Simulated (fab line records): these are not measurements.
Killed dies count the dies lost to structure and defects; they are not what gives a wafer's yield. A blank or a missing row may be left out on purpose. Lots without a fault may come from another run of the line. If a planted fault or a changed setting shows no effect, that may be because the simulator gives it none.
Comparing a struck lot with a sound one + flow ritCmos + 27 steps out of a route of 202
Sound: the wafers L325.1, L325.2, L325.4. Struck: wafer L333.3 (L333.1, L333.2, from the same lot, were not struck and are left out); the cause is given at the end.
Each step with rows lists, per side, the tool, then ch with its chambers, then its first start. Under that, the readings that differ: sound wafers + struck wafers + difference of the means + sigmas: that difference in standard deviations of wafers without a fault.
alike: same words and numbers on both sides, and readings whose means sit less than 2 such deviations apart. not compared: any withheld reading, any reading some wafer has no value for, any bound like >300 that may hide the same value, and any number with overlapping values for which the record gives no deviation.
A row with sigmas, a row that says differs or no value, or rows on one side alone: a step with any of these is where the two part. Numbers that don't overlap but have no deviation are shown without sigmas and don't part them. Lack of a reading on every wafer of one side parts them only where that side has two or more wafers.

first, 1 step without rows for these wafers: RIT_ACTIVE_OXIDATION_01 (target thk 46.8 nm, ox time 3360 s).
RIT_ACTIVE_THK_MEAS_02:
  sound: filmMetro-01 at day 1 22:03; struck: filmMetro-02 at day 3 15:16
  alike: ACTIVE_OXIDE_THK
then, 1 step without rows for these wafers: RIT_ACTIVE_CVD_03 (deposits Si3N4 from SiH2Cl2/NH3, target thk 150 nm, time 1500 s).
RIT_ACTIVE_THK_MEAS_04:
  sound: filmMetro-02 at day 2 00:14; struck: filmMetro-02 at day 3 16:45
  alike: ACTIVE_NITRIDE_THK
then, 6 steps without rows for these wafers: RIT_ACTIVE_HMDS_05 (prime time 60 s); RIT_ACTIVE_COAT_06 (resist thk 1000 nm); RIT_ACTIVE_SOFTBAKE_07 (time 60 s); RIT_ACTIVE_EXPOSE_08 (exposes mask M1, target cd 1400 nm); RIT_ACTIVE_PEB_09; RIT_ACTIVE_DEVELOP_10 (develop time 50 s).
RIT_ACTIVE_CD_MEAS_11: the cd target is 1400 nm.
  sound: cdSem-02 at day 2 01:09; struck: cdSem-01 at day 3 17:47
| reading   | sound                | struck | difference | sigmas |
|-----------|----------------------|--------|------------|--------|
| cdNm (nm) | 1399.6 1398.2 1398.9 | 1405.2 | +6.3       | +3     |
then, 1 step without rows for these wafers: RIT_ACTIVE_HARDBAKE_12 (time 60 s).
RIT_ACTIVE_ETCH_13: etches Si3N4 in SF6, stops on SiO2, time 210 s, target depth 210 nm.
  sound on rieDiel-03 ch 0,2,3, day 2 01:25; struck on rieDiel-02 ch 2, day 3 18:03
| reading                                      | sound             | struck | difference | sigmas |
|----------------------------------------------|-------------------|--------|------------|--------|
| runLengthS (s)                               | 239.3 238.0 238.2 | 254.6  | +16.1      | +37    |
| model.NOVOLAK_of_ACTIVE_COAT_06.thkNm (nm)   | 655.9 650.7 659.4 | 637.6  | -17.7      |        |
| model.SiO2_of_ACTIVE_OXIDATION_01.thkNm (nm) | 45.5 45.82 46.5   | 39.52  | -6.42      |        |
| model.ACTIVE.featureDepthNm (nm)             | 153.2 153.2 150   | 155.8  | +3.7       |        |
  alike: drypumpMotorCurrentA, oesProductAu, throttleValvePct
  not compared: rfHoursCounterH
RIT_ACTIVE_STRIP_14: strips in O2, time 180 s.
  sound on plasmaAsher-02 ch 0,1, day 2 01:33; struck on plasmaAsher-01 ch 0, day 3 18:11
  alike: drypumpMotorCurrentA
  not compared: rfHoursCounterH
RIT_ACTIVE_CD_MEAS_90: the cd target is 1400 nm.
  sound: cdSem-02 at day 2 01:44; struck: cdSem-01 at day 3 18:22
| reading   | sound                | struck | difference | sigmas |
|-----------|----------------------|--------|------------|--------|
| cdNm (nm) | 1399.4 1397.9 1398.5 | 1404.9 | +6.3       | +3     |
then, 4 steps without rows for these wafers: RIT_ACTIVE_CLEAN_15 (cleans in SC1, time 600 s); RIT_ACTIVE_CLEAN_16 (cleans in dHF, time 30 s); RIT_ACTIVE_CLEAN_17 (cleans in SC2, time 600 s); RIT_FOX1_OXIDATION_00 (target thk 350.7 nm, ox time 1130 s).
RIT_FOX1_THK_MEAS_01:
  sound: filmMetro-02 at day 2 04:22; struck: filmMetro-03 at day 3 21:10
  alike: FOX1_OXIDE_THK
then, 2 steps without rows for these wafers: RIT_FOX1_WET_ETCH_02 (etches SiO2 in BOE, target depth 350 nm, time 390 s); RIT_FOX2_OXIDATION_00 (target thk 350.7 nm, ox time 1130 s).
RIT_FOX2_THK_MEAS_01:
  sound: filmMetro-01 at day 2 05:52; struck: filmMetro-01 at day 3 22:42
  alike: FOX2_OXIDE_THK
then, 1 step without rows for these wafers: RIT_FOX2_CLEAN_02 (cleans in dHF, time 180 s).
RIT_FOX2_WET_ETCH_03: etches Si3N4 in H3PO4, target depth 195 nm, time 2700 s.
  sound on wetBench-02 ch 2, day 2 05:59; struck on wetBench-01 ch 1, day 3 22:49
| reading                                      | sound             | struck | difference | sigmas |
|----------------------------------------------|-------------------|--------|------------|--------|
| runLengthS (s)                               | 2725 2725 2725    | 2734   | +9         | +2     |
| model.SiO2_of_ACTIVE_OXIDATION_01.thkNm (nm) | 40.45 40.72 41.29 | 35.19  | -5.63      |        |
  alike: bathGuardTempC, bathHeatDutyPct
RIT_FOX2_THK_MEAS_90:
  sound: filmMetro-01 at day 2 06:44; struck: filmMetro-01 at day 3 23:39
  alike: FIELD_OXIDE_LEFT_1_THK
RIT_M1_PROBE_99:
  sound: prober-01 at day 3 19:58; struck: prober-02 at day 5 17:40
  alike: killedAtFrontEnd, killedDies, killedOpen, killedShort

WHERE THEY PART
First at RIT_ACTIVE_CD_MEAS_11; last, within this record, at RIT_FOX2_WET_ETCH_03. Later steps at which nothing parts them and some readings are alike: RIT_FOX2_THK_MEAS_90, RIT_M1_PROBE_99.

WHY: the cause the simulator had injected
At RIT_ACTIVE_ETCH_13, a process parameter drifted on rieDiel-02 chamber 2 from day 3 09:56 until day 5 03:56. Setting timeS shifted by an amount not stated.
